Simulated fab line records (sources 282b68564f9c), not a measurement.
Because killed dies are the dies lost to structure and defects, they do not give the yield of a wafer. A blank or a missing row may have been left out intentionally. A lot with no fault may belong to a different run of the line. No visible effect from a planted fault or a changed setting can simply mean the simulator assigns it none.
A struck lot beside a sound one	flow rit cmos	15 out of 202 route steps
Sound: wafers L589.3, L589.4, L589.5. Struck: wafers L593.2, L593.4, L593.6. The cause is named last.
At each step with rows: each side's tool, then ch and its chambers, then its first start. Under that, the readings that differ: sound wafers	struck wafers	difference of the means	sigmas: that difference in standard deviations of wafers without a fault.
alike: readings with means less than 2 such deviations apart, plus words and numbers identical on both sides. not compared: withheld readings, readings lacking a value on some wafer, bounds such as >300 that could conceal the same value, and numbers that have no deviation in the record and whose values overlap.
A row with sigmas, a row that says differs or no value, or rows on one side alone: a step with any of these is where the two part. When numbers do not overlap yet have no deviation, they are printed without sigmas and do not part them. Lack of a reading on every wafer of one side parts them only where that side has two or more wafers.

first, 1 step without rows for these wafers: RIT_PRETRO_DEVELOP_05 (develop time 68 s).
RIT_PRETRO_OVL_MEAS_06:
  sound: overlay-02 at day 4 09:05; struck: overlay-02 at day 4 19:41
  alike: PRETRO_OVL
then, 2 steps without rows for these wafers: RIT_PRETRO_HARDBAKE_07 (time 120 s); RIT_PRETRO_IMPLANT_08.
RIT_PRETRO_STRIP_09: strips in O2, time 180 s.
  sound on plasma asher-01 ch 0,1, day 4 09:35; struck on plasma asher-02 ch 0,1, day 4 20:07
  alike: drypump motor current A
  not compared: rf hours counter h
RIT_PRETRO_TW_MEAS_10:
  sound: film metro-02 at day 4 09:43; struck: film metro-04 at day 4 20:18
  alike: PRETRO_TW
then, 5 steps without rows for these wafers: RIT_GATE_WET_ETCH_00 (etches SiO2 in BOE, target depth 56 nm, time 60 s); RIT_GATE_CLEAN_01 (cleans in SC1, time 581.4 s); RIT_GATE_CLEAN_02 (cleans in dHF, time 30 s); RIT_GATE_CLEAN_03 (cleans in SC2, time 600 s); RIT_GATE_CLEAN_04 (cleans in dHF, time 60 s).
RIT_FOX2_THK_MEAS_91:
  sound: film metro-02 at day 4 10:11; struck: film metro-02 at day 4 20:47
reading	sound	struck	difference	sigmas
FIELD_OXIDE_LEFT_2_THK (nm)	253 253 254	261 270 265	+12	+2
RIT_GATE_OXIDATION_05: target thk 3 nm, ox time 270 s.
  struck on furnace-02, day 4 21:08; sound on furnace-02 ch 0, day 4 10:14
  no value came back on the struck wafers for ox temp c (C), ox temp c max, spike tc load C (C); on the sound wafers ox temp c (C) reads 899.7 900.0 900.5
then, 2 steps without rows for these wafers: RIT_GATE_ANNEAL_06 (time 600 s); RIT_GATE_CVD_08 (deposits poly-Si from SiH4, target thk 250 nm, time 2220 s).

== WHERE THEY PART ==
At RIT_FOX2_THK_MEAS_91 first; at RIT_GATE_OXIDATION_05 last (within this record only).

WHY: whatever the simulator had introduced
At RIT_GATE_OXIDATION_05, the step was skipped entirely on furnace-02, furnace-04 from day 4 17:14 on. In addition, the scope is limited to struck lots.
